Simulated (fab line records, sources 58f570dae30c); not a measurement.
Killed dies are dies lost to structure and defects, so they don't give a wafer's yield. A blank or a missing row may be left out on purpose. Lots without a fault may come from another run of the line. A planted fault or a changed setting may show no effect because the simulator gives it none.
A struck lot beside a sound one | flow berkeley_cmos170 | 15 steps out of a route of 331
Sound: wafers L839.3, L839.4, L839.5. Struck: wafers L857.1, L857.2, L857.5. The cause comes at the end.
At each step with rows: each side's tool, then ch and its chambers, then its first start. Under that, the readings that differ: sound wafers | struck wafers | difference of the means | sigmas: that difference in standard deviations of wafers without a fault.
alike: readings whose means differ by less than 2 such deviations, and words and numbers that are the same on both sides. not compared: withheld readings, readings that some wafer has no value for, bounds like >300 that may hide the same value, and numbers for which the record gives no deviation and whose values overlap.
The two part at a step that has a row with sigmas, a row that says differs or no value, or rows on one side only. Numbers that don't overlap but have no deviation are shown without sigmas and don't part them. A reading that every wafer of one side lacks parts them only if that side has two wafers or more.

UCB170_NWELL_THK_MEAS_02:
  sound on film_metro-02, day 2 05:41; struck on film_metro-04, day 5 21:09
  reading              | sound          | struck         | difference | sigmas
  NWELL_OXIDE_THK (nm) | 25.5 25.7 26.2 | 27.0 26.8 27.0 | +1.1       | +2
then, 2 steps without rows for these wafers: UCB170_NWELL_ANNEAL_03 (time 900 s); UCB170_NWELL_CVD_04 (deposits Si3N4 from SiH2Cl2/NH3, target thk 224 nm, time 3360 s).
UCB170_NWELL_THK_MEAS_05:
  sound on film_metro-04, day 2 13:50; struck on film_metro-01, day 6 05:07
  alike: NWELL_NITRIDE_THK
then, 6 steps without rows for these wafers: UCB170_NWELL_HMDS_06 (prime time 60 s); UCB170_NWELL_COAT_07 (resist thk 900 nm); UCB170_NWELL_SOFTBAKE_08 (time 60 s); UCB170_NWELL_EXPOSE_09 (exposes mask NWELL, target cd 3000 nm); UCB170_NWELL_PEB_10; UCB170_NWELL_DEVELOP_11 (develop time 45 s).
UCB170_NWELL_OVL_MEAS_12:
  sound on overlay-01, day 2 14:59; struck on overlay-01, day 6 06:40
  alike: NWELL_OVL
UCB170_NWELL_ETCH_13: etches Si3N4 in CH3F/Ar/O2, stops on SiO2, target depth 246.4 nm, time 154 s.
  sound on rie_diel-04 ch 2,3, day 2 15:01; struck on rie_diel-01 ch 0,1,2, day 6 06:41
  alike: O2_flow_sccm, drypump_motor_current_A, oes_product_au, throttle_valve_pct
  not compared: rf_hours_counter_h
UCB170_NWELL_IMPLANT_14:
  sound on implanter-03 ch 0, day 2 15:10; struck on implanter-03 ch 0, day 6 06:47
  reading            | sound             | struck            | difference | sigmas
  tilt_deg (degrees) | 6.977 6.975 7.000 | 7.398 7.381 7.376 | +0.401     | +17
UCB170_NWELL_STRIP_15: strips in O2.
  sound on plasma_asher-02 ch 0,1, day 2 15:17; struck on plasma_asher-04 ch 0,1, day 6 06:56
  alike: drypump_motor_current_A, o2_flow_sccm, oes_product_au, strip_time_to_endpoint_s
  not compared: rf_hours_counter_h
-- the record jumps here: 8 days lie between the struck wafers' starts before and after (it left off in module NWELL and takes up again in module M3, whose first step shown is number 331 of the route) --
UCB170_M3_PROBE_99:
  the record has rows for the struck wafers here (prober-02, day 14 00:50) and none for the sound ones

WHERE THEY PART
First at UCB170_NWELL_THK_MEAS_02; last, within this record, at UCB170_M3_PROBE_99.

WHY: what the simulator had put in
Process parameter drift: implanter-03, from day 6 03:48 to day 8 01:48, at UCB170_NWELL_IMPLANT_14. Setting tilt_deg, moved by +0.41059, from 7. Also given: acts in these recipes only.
